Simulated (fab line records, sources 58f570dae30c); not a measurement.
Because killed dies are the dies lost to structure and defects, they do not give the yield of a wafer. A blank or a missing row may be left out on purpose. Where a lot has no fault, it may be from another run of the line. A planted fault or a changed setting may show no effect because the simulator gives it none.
A single fault, viewed from 2 desks -- flow berkeley cmos170 -- each desk holds nothing but its own numbers, with what lay behind them at the end

## THE TOOL OWNER'S DESK: pvd sputter-01
The tool's own readings at UCB170_M2_SPUTTER_01 (material Al, target thk 900 nm, time 120 s): means of the sampled wafers that have a number, for each lot that ran on this tool. If a lot's mean is further than 4 standard deviations from the usual mean, the lot is out of limits and carries the mark OUT (the distance appears in the brackets).
Columns: A = cathode dc power W at UCB170_M2_SPUTTER_01, usual 6000.1 W; B = throttle valve pct at UCB170_M2_SPUTTER_01, usual 30.2 %
lot,first seen here,A,B
L181,day 8 21:28,6000.1,30.1
L182,day 9 02:33,6000.6,30.3
L183,day 9 07:26,5999.6,30.3
L184,day 9 15:49,6000.8,29.9
L188,day 10 02:33,5999.3,29.9
L187,day 10 03:07,5999.9,30.2
L190,day 10 20:09,5999.7,30.1
L196,day 11 21:45,5999.9,30.2
L199,day 12 04:21,5999.4,29.8
This desk's finding: nothing out of limits on any of the 9 lots.

## METROLOGY DESK
Means of the sampled wafers that have a number, per lot and without regard to the tool the lot ran on: this is what the gauges read. If a lot's mean is further than 4 standard deviations from the usual mean, the lot is out of limits and carries the mark OUT (the distance appears in the brackets).
Columns: A = M2_AL_RS at UCB170_M2_RS_MEAS_02, usual 0.0323 ohm/sq; B = M2_AL_THK at UCB170_M2_THK_MEAS_03, usual 903 nm
lot,first seen here,A,B
L176,day 7 13:44,0.0329,884
L178,day 8 05:04,0.0319,922
L177,day 8 05:32,0.0323,905
L181,day 8 21:34,0.0321,915
L180,day 8 22:10,0.0326,894
L182,day 9 02:39,0.0323,902
L183,day 9 07:31,0.0326,889
L184,day 9 15:56,0.0321,899
L188,day 10 02:42,0.0320,905
L187,day 10 03:20,0.0323,903
L190,day 10 20:17,0.0326,897
L193,day 10 20:31,0.0321,903
L196,day 11 21:52,0.0955 (+99 or more) OUT,313 (-59) OUT
L199,day 12 04:26,0.0999 (+99 or more) OUT,298 (-60) OUT
This desk's finding: out of limits on L196, L199; first on L196, day 11 21:52 (M2_AL_RS at UCB170_M2_RS_MEAS_02). L176, L178, L177, L181, L180, L182, L183, L184, L188, L187, L190, L193 stayed within limits.

## BROUGHT TOGETHER
On L196, L199, the metrology desk was in a position to raise an alarm at day 11 21:52.
Nothing out of limits was seen by the tool owner's desk.
The tool owner's desk has L196, L199 on record, within its limits.
All the named lots went through UCB170_M2_SPUTTER_01 on pvd sputter-01.

## WHAT THE SIMULATOR HAD PUT IN
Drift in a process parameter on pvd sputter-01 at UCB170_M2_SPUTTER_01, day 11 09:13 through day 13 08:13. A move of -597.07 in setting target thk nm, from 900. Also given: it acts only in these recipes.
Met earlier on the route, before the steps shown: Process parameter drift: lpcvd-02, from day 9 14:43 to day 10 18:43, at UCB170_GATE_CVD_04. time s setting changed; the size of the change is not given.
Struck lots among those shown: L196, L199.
Hours from the fault's start to each desk's first reading out of limits: the metrology desk, 13.
